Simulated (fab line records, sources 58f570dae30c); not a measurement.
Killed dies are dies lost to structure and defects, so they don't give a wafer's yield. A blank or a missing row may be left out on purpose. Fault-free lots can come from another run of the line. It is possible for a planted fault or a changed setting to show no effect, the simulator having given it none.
Matching of chambers :: flow berkeley-cmos170 :: UCB170_NWELL_ETCH_13 on rie-diel-02 has 4 sister chambers
The step etches Si3N4 in CH3F/Ar/O2, stops on SiO2, target depth 246.4 nm, time 154 s. 14 wafers are shown with their chamber, then 7 later ones without.

== WAFERS WITH THEIR CHAMBER ==
wafer: L259.3
chamber: 2
drypump-motor-current-A (A): 5.5
throttle-valve-pct (%): 8.20
oes-product-au (a.u.): 0.925

wafer: L259.4
chamber: 1
drypump-motor-current-A (A): 6.0
throttle-valve-pct (%): 8.09
oes-product-au (a.u.): 0.919

wafer: L259.5
chamber: 3
drypump-motor-current-A (A): 5.7
throttle-valve-pct (%): 7.86
oes-product-au (a.u.): 0.940

wafer: L263.3
chamber: 3
drypump-motor-current-A (A): 5.7
throttle-valve-pct (%): 7.85
oes-product-au (a.u.): 0.957

wafer: L263.5
chamber: 3
drypump-motor-current-A (A): 5.7
throttle-valve-pct (%): 7.88
oes-product-au (a.u.): 0.944

wafer: L263.6
chamber: 0
drypump-motor-current-A (A): 4.7
throttle-valve-pct (%): 7.84
oes-product-au (a.u.): 0.974

wafer: L265.1
chamber: 2
drypump-motor-current-A (A): 5.5
throttle-valve-pct (%): 8.22
oes-product-au (a.u.): 0.907

wafer: L265.4
chamber: 3
drypump-motor-current-A (A): 5.7
throttle-valve-pct (%): 7.85
oes-product-au (a.u.): 0.926

wafer: L265.5
chamber: 0
drypump-motor-current-A (A): 4.7
throttle-valve-pct (%): 7.84
oes-product-au (a.u.): 0.956

wafer: L267.2
chamber: 0
drypump-motor-current-A (A): 4.8
throttle-valve-pct (%): 7.86
oes-product-au (a.u.): 0.973

wafer: L267.3
chamber: 3
drypump-motor-current-A (A): 5.7
throttle-valve-pct (%): 7.86
oes-product-au (a.u.): 0.943

wafer: L267.5
chamber: 3
drypump-motor-current-A (A): 5.7
throttle-valve-pct (%): 7.87
oes-product-au (a.u.): 0.941

wafer: L268.3
chamber: 1
drypump-motor-current-A (A): 6.0
throttle-valve-pct (%): 8.09
oes-product-au (a.u.): 0.923

wafer: L268.5
chamber: 3
drypump-motor-current-A (A): 5.7
throttle-valve-pct (%): 7.86
oes-product-au (a.u.): 0.950

SIGNATURES (means of the wafers above)
reading: drypump-motor-current-A
chamber 0: 4.733
chamber 1: 6.000
chamber 2: 5.500
chamber 3: 5.700
scatter within a chamber: 0.0258

reading: throttle-valve-pct
chamber 0: 7.8467
chamber 1: 8.0900
chamber 2: 8.2100
chamber 3: 7.8614
scatter within a chamber: 0.0107

reading: oes-product-au
chamber 0: 0.96767
chamber 1: 0.92100
chamber 2: 0.91600
chamber 3: 0.94300
scatter within a chamber: 0.00961
Rule: a wafer lies at a distance from a chamber equal to the root of the sum of squares, over the readings, of (its reading less the chamber's mean, divided by the reading's scatter). If the next closest chamber is less than 2 further off than the closest, the wafer can't be placed; otherwise it belongs to the closest. How the scatter is found: for the shown wafers, subtract from each reading the mean of its chamber, square and add these, divide the total by (wafers less chambers), then take the root.

== WAFERS WITHOUT THEIR CHAMBER ==
wafer: L268.6
drypump-motor-current-A (A): 5.5
throttle-valve-pct (%): 8.22
oes-product-au (a.u.): 0.918

wafer: L273.1
drypump-motor-current-A (A): 5.7
throttle-valve-pct (%): 7.86
oes-product-au (a.u.): 0.948

wafer: L273.4
drypump-motor-current-A (A): 6.0
throttle-valve-pct (%): 8.10
oes-product-au (a.u.): 0.935

wafer: L273.5
drypump-motor-current-A (A): 5.5
throttle-valve-pct (%): 8.22
oes-product-au (a.u.): 0.924

wafer: L279.3
drypump-motor-current-A (A): 5.5
throttle-valve-pct (%): 8.23
oes-product-au (a.u.): 0.911

wafer: L279.4
drypump-motor-current-A (A): 6.0
throttle-valve-pct (%): 8.11
oes-product-au (a.u.): 0.917

wafer: L279.6
drypump-motor-current-A (A): 5.5
throttle-valve-pct (%): 8.22
oes-product-au (a.u.): 0.899

== WHICH CHAMBER EACH ONE RAN IN ==
wafer: L268.6
from the rows above: 2
in truth: 2

wafer: L273.1
from the rows above: 3
in truth: 3

wafer: L273.4
from the rows above: 1
in truth: 1

wafer: L273.5
from the rows above: 2
in truth: 2

wafer: L279.3
from the rows above: 2
in truth: 2

wafer: L279.4
from the rows above: 1
in truth: 1

wafer: L279.6
from the rows above: 2
in truth: 2
Correctly placed: 7 of 7. Number that these rows cannot place: 0. Placed wrongly: 0.
